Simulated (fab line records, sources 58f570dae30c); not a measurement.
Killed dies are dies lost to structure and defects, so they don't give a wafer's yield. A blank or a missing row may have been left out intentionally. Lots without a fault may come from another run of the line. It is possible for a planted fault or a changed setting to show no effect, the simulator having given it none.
Which tool was responsible? -- flow berkeley-cmos170 -- 7 lots with 21 wafers sampled at 3 steps, on a route of 331 steps

WHAT EACH GAUGE READ, for each wafer
UCB170_M3_BOW_MEAS_20.
lot,measured,on,M3_BOW (um)
L749,day 8 15:29,film-metro-01,29 32 16
L752,day 9 14:45,film-metro-03,43 37 37
L756,day 10 07:29,film-metro-04,38 43 44
L761,day 11 22:05,film-metro-03,32 45 36
L767,day 13 00:10,film-metro-04,38 33 25
L769,day 14 00:30,film-metro-04,35 41 56
L770,day 14 04:47,film-metro-01,31 35 36

WHICH TOOL RAN EACH LOT (tool, then ch and the chambers of the sampled wafers, then the start)
lot,UCB170_BACKSIDE_STRIP_03,UCB170_CONTACT_RTA_08
L749,"plasma-asher-01 ch 0,1, day 7 14:01","rtp-anneal-01 ch 0, day 7 19:16"
L752,"plasma-asher-03 ch 0,1, day 8 15:01","rtp-anneal-02 ch 0, day 8 20:11"
L756,"plasma-asher-01 ch 0,1, day 9 09:46","rtp-anneal-01 ch 0, day 9 14:18"
L761,"plasma-asher-02 ch 0,1, day 10 22:18","rtp-anneal-01 ch 0, day 11 04:22"
L767,"plasma-asher-01 ch 0,1, day 11 19:28","rtp-anneal-01 ch 0, day 12 01:57"
L769,"plasma-asher-03 ch 1, day 12 22:56","rtp-anneal-02 ch 0, day 13 05:54"
L770,"plasma-asher-03 ch 1, day 12 23:58","rtp-anneal-01 ch 0, day 13 10:03"
- UCB170_BACKSIDE_STRIP_03: strips in O2.
- UCB170_CONTACT_RTA_08: time 10 s.

THE ANSWER, worked out from the rows above alone
Rule: what is usual is taken from the lots themselves. Put in order of their means at a reading, lots are off if they are a third of the lots or fewer, leave a main group of 4 or more, and stand apart from it by a gap of 3 or more times the standard deviation of the main group's means; of several such gaps the widest counts. A main group whose means are all the same, to the digits that the tables above print for the reading, isn't used. A lot without any number at a reading at which 4 lots or more have one is off too. Any other lot the step has rows for is counted as sound.
None of the lots is off at any reading shown; this tells nothing.

WHAT HAD BEEN PUT IN BY THE SIMULATOR
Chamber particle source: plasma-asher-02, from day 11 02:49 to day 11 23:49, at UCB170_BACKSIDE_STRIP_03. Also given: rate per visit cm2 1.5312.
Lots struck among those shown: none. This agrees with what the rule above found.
